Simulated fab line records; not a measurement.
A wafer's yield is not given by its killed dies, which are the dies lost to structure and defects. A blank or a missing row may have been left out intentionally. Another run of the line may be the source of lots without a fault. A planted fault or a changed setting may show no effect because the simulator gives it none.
One fault seen from 2 desks -- flow berkeleyCmos170 -- only its own numbers are on each desk; what lay behind them is given at the end

FOR THE TOOL OWNER'S DESK: rieDiel-03
The tool's own readings at UCB170_PWELL_ETCH_14 (etches Si3N4 in CH3F/Ar/O2, stops on SiO2, target depth 242 nm, time 151 s): means of the sampled wafers that have a number, for each lot that ran on this tool. If a lot's mean is further than 4 standard deviations from the usual mean, the lot is out of limits and carries the mark OUT (the distance appears in the brackets).
Columns: A = drypumpMotorCurrentA at UCB170_PWELL_ETCH_14, usual 5.5 A; B = oesProductAu at UCB170_PWELL_ETCH_14, usual 0.941 a.u.; C = throttleValvePct at UCB170_PWELL_ETCH_14, usual 8.06 %
lot,first seen here,A,B,C
L636,day 5 02:19,5.1,0.920,8.20
L638,day 5 09:41,5.1,0.905,8.12
L648,day 7 20:49,5.3,0.945,8.07
This desk's verdict: no lot among the 3 shows anything out of limits.

METROLOGY DESK
What the gauges read, lot by lot, whatever tool the lot ran on: means of the sampled wafers that have a number. If a lot's mean is further than 4 standard deviations from the usual mean, the lot is out of limits and carries the mark OUT (the distance appears in the brackets).
Columns: A = PWELL_OXIDE_THK at UCB170_PWELL_THK_MEAS_03, usual 26.3 nm; B = PWELL_NITRIDE_THK at UCB170_PWELL_THK_MEAS_06, usual 219.0 nm; C = PWELL_OVL at UCB170_PWELL_OVL_MEAS_13, usual 6 nm
lot,first seen here,A,B,C
L628,day 2 21:38,26.1,220.3,7
L636,day 4 18:16,25.8,215.6,-3
L638,day 5 02:13,26.3,218.3,-2
L641,day 5 14:40,25.9,220.7,11
L645,day 6 14:42,26.6,220.5,4
L648,day 7 13:07,27.2,219.2,7
This desk's verdict: no lot among the 6 shows anything out of limits.

TAKEN TOGETHER
The desk of the tool owner found nothing out of limits.
At the metrology desk, nothing out of limits was observed.

WHAT THE SIMULATOR HAD INSERTED
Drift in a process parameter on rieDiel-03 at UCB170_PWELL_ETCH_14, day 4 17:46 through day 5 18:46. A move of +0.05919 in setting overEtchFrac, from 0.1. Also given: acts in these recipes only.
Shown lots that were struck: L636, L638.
